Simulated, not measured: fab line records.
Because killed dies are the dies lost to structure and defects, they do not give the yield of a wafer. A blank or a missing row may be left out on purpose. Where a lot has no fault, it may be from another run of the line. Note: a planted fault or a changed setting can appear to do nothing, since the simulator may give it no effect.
A struck lot beside a sound one / flow rit-cmos / 36 out of 202 route steps
Sound: the wafers L315.1, L315.2, L315.3. Struck: wafer L327.5 (L327.1, L327.4, from the same lot, were not struck and are left out); the cause is given at the end.
At each step with rows: each side's tool, then ch and its chambers, then its first start. Under that, the readings that differ: sound wafers / struck wafers / difference of the means / sigmas: that difference in standard deviations of wafers without a fault.
alike: words and numbers the same on both sides, and readings whose means are apart by under 2 such deviations; not compared: readings that were withheld, readings missing a value for some wafer, numbers with overlapping values and no deviation given by the record, and bounds like >300 which may hide the same value.
Wherever a step has rows on one side only, a row that says differs or no value, or a row with sigmas, the two part there. Numbers that have no deviation but don't overlap get no sigmas and don't part them. A reading that every wafer of one side lacks parts them only if that side has two wafers or more.

RIT_SILICIDE_RTA_06: time 10 s, ramp up 5 s, ramp down 10 s.
  sound on rtp-anneal-01 ch 0, day 3 07:56; struck on rtp-anneal-01 ch 0, day 5 19:19
  alike: wafer_temp_C_max
RIT_CONTACT_CVD_00: deposits SiO2 from TEOS, target thk 400 nm, time 61 s.
  sound on pecvd-04 ch 0,1,2, day 3 08:00; struck on pecvd-04 ch 2, day 5 19:23
  alike: heater-power-w
RIT_CONTACT_THK_MEAS_01:
  sound on film-metro-02, day 3 08:03; struck on film-metro-02, day 5 19:26
  alike: CONTACT_TEOS_THK
then, 6 steps without rows for these wafers: RIT_CONTACT_HMDS_02 (prime time 60 s); RIT_CONTACT_COAT_03 (resist thk 1000 nm); RIT_CONTACT_SOFTBAKE_04 (time 60 s); RIT_CONTACT_EXPOSE_05 (exposes mask M11, target cd 1000 nm); RIT_CONTACT_PEB_06; RIT_CONTACT_DEVELOP_07 (develop time 120 s).
RIT_CONTACT_CD_MEAS_08: target cd 1000 nm.
  sound on cd-sem-01, day 3 09:05; struck on cd-sem-02, day 5 20:33
  alike: cd-nm
RIT_CONTACT_OVL_MEAS_09:
  sound on overlay-02, day 3 09:12; struck on overlay-02, day 5 20:40
  alike: CONTACT_OVL
then, 1 step without rows for these wafers: RIT_CONTACT_HARDBAKE_10 (time 60 s).
RIT_CONTACT_ETCH_11: etches SiO2 in CHF3/CF4/Ar, stops on TiSi2, target depth 480 nm, time 320 s.
  sound on rie-diel-01 ch 0,1,3, day 3 09:23; struck on rie-diel-01 ch 3, day 5 21:01
  alike: drypump-motor-current-A, oes-product-au, throttle-valve-pct
  not compared: rf-hours-counter-h
RIT_CONTACT_STRIP_12: strips in O2, time 180 s.
  sound on plasma-asher-01 ch 0,1, day 3 09:35; struck on plasma-asher-01 ch 0, day 5 21:12
  alike: drypump-motor-current-A
  not compared: rf-hours-counter-h
RIT_CONTACT_CD_MEAS_90: target cd 1000 nm.
  sound on cd-sem-01, day 3 09:45; struck on cd-sem-01, day 5 21:23
  alike: cd-nm
then, 2 steps without rows for these wafers: RIT_CONTACT_CLEAN_13 (cleans in SC1, time 600 s); RIT_CONTACT_CLEAN_14 (cleans in SC2, time 600 s).
RIT_M1_SPUTTER_00: material Al, target thk 400 nm, time 500 s.
  sound on pvd-sputter-04, day 3 10:13; struck on pvd-sputter-02, day 5 21:51
  alike: throttle-valve-pct
RIT_M1_RS_MEAS_01: measurement is done with a four-point probe.
  sound on film-metro-04, day 3 10:31; struck on film-metro-04, day 5 22:08
reading=M1_AL_RS (ohm/sq); sound=0.0742 0.0749 0.0739; struck=0.0729; difference=-0.0014; sigmas=-2
RIT_M1_THK_MEAS_02: measures by xrf.
  sound on film-metro-04, day 3 10:38; struck on film-metro-04, day 5 22:16
reading=M1_AL_THK (nm); sound=398 392 399; struck=406; difference=+10; sigmas=+2
then, 6 steps without rows for these wafers: RIT_M1_HMDS_03 (prime time 60 s); RIT_M1_COAT_04 (resist thk 1300 nm); RIT_M1_SOFTBAKE_05 (time 60 s); RIT_M1_EXPOSE_06 (exposes mask M12, target cd 2600 nm); RIT_M1_PEB_07; RIT_M1_DEVELOP_08 (develop time 68 s).
RIT_M1_CD_MEAS_09: target cd 2600 nm.
  sound on cd-sem-02, day 3 11:49; struck on cd-sem-02, day 5 23:12
  alike: cd-nm
RIT_M1_OVL_MEAS_10:
  sound on overlay-02, day 3 11:56; struck on overlay-01, day 5 23:19
  alike: M1_OVL
then, 3 steps without rows for these wafers: RIT_M1_HARDBAKE_11 (time 120 s); RIT_M1_METAL_ETCH_12 (etches Al in Cl2/BCl3, stops on SiO2, time 165 s, target depth 600 nm); RIT_M1_STRIP_13 (strips in nmp, time 600 s).
RIT_M1_STRIP_14: strips in O2, time 180 s.
  sound on plasma-asher-01 ch 0,1, day 3 12:35; struck on plasma-asher-04 ch 0, day 5 23:57
  alike: drypump-motor-current-A
  not compared: rf-hours-counter-h
RIT_M1_CD_MEAS_90: target cd 2600 nm.
  sound on cd-sem-02, day 3 12:46; struck on cd-sem-02, day 6 00:07
  alike: cd-nm
then, 1 step without rows for these wafers: RIT_M1_ANNEAL_15 (time 1800 s).
RIT_M1_BOW_MEAS_16:
  sound on film-metro-04, day 3 14:23; struck on film-metro-01, day 6 01:44
  alike: M1_BOW
RIT_M1_PROBE_99:
  only the struck wafers here have rows in the record (prober-01, day 6 02:04); the sound ones have none

## WHERE THEY PART
At RIT_M1_RS_MEAS_01 first; at RIT_M1_PROBE_99 last (within this record only).

WHY: whatever the simulator had introduced
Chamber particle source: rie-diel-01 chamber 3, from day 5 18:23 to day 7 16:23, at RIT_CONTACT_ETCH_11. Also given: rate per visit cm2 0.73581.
